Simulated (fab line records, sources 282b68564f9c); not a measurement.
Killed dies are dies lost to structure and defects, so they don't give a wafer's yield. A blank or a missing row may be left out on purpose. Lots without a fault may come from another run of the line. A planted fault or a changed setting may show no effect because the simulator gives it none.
A struck lot beside a sound one | flow rit_cmos | 15 steps out of a route of 202
Sound: wafers L739.1, L739.3, L739.4. Struck: wafers L748.2, L748.4, L748.6. The cause comes at the end.
At each step with rows: each side's tool, then ch and its chambers, then its first start. Under that, the readings that differ: sound wafers | struck wafers | difference of the means | sigmas: that difference in standard deviations of wafers without a fault.
alike: readings whose means differ by less than 2 such deviations, and words and numbers that are the same on both sides. not compared: withheld readings, readings that some wafer has no value for, bounds like >300 that may hide the same value, and numbers for which the record gives no deviation and whose values overlap.
The two part at a step that has a row with sigmas, a row that says differs or no value, or rows on one side only. Numbers that don't overlap but have no deviation are shown without sigmas and don't part them. A reading that every wafer of one side lacks parts them only if that side has two wafers or more.

RIT_SPACER_ETCHBACK_05: etches Si3N4 in SF6/CHF3, stops on SiO2, target depth 250 nm, time 240 s.
  sound on rie_diel-04 ch 0,1,3, day 4 17:27; struck on rie_diel-04 ch 1,3, day 6 07:23
  alike: drypump_motor_current_A, oes_product_au, throttle_valve_pct
  not compared: rf_hours_counter_h
then, 6 steps without rows for these wafers: RIT_NSD_HMDS_00 (prime time 60 s); RIT_NSD_COAT_01 (resist thk 1000 nm); RIT_NSD_SOFTBAKE_02 (time 60 s); RIT_NSD_EXPOSE_03 (exposes mask M9, target cd 40700 nm); RIT_NSD_PEB_04; RIT_NSD_DEVELOP_05 (develop time 50 s).
RIT_NSD_OVL_MEAS_06:
  sound on overlay-02, day 4 18:37; struck on overlay-01, day 6 08:31
  reading      | sound       | struck        | difference | sigmas
  NSD_OVL (nm) | 2.2 3.3 1.0 | -1.1 0.7 -2.0 | -3.0       | -2
then, 2 steps without rows for these wafers: RIT_NSD_HARDBAKE_07 (time 60 s); RIT_NSD_IMPLANT_08.
RIT_NSD_STRIP_09: strips in O2, time 180 s.
  sound on plasma_asher-03 ch 0,1, day 4 19:12; struck on plasma_asher-01 ch 0,1, day 6 08:51
  alike: drypump_motor_current_A
  not compared: rf_hours_counter_h
RIT_NSD_TW_MEAS_10:
  sound on film_metro-01, day 4 19:23; struck on film_metro-03, day 6 09:02
  alike: NSD_TW
RIT_PSD_HMDS_00: prime time 60 s.
  sound on litho_track-02 ch 0, day 4 19:26; struck on litho_track-02 ch 0, day 6 09:07
  reading          | sound                | struck               | difference | sigmas
  prime_temp_c (C) | 140.26 139.75 139.90 | 132.89 133.14 132.78 | -7.03      | -50
then, 1 step without rows for these wafers: RIT_PSD_COAT_01 (resist thk 1000 nm).
RIT_M1_PROBE_99:
  sound on prober-01, day 5 05:24; struck on prober-02, day 6 18:53
  alike: killed_at_contacts, killed_at_front_end, killed_dies, killed_open, killed_short

WHERE THEY PART
First at RIT_NSD_OVL_MEAS_06; last, within this record, at RIT_PSD_HMDS_00. Later steps at which nothing parts them and some readings are alike: RIT_M1_PROBE_99.

WHY: what the simulator had put in
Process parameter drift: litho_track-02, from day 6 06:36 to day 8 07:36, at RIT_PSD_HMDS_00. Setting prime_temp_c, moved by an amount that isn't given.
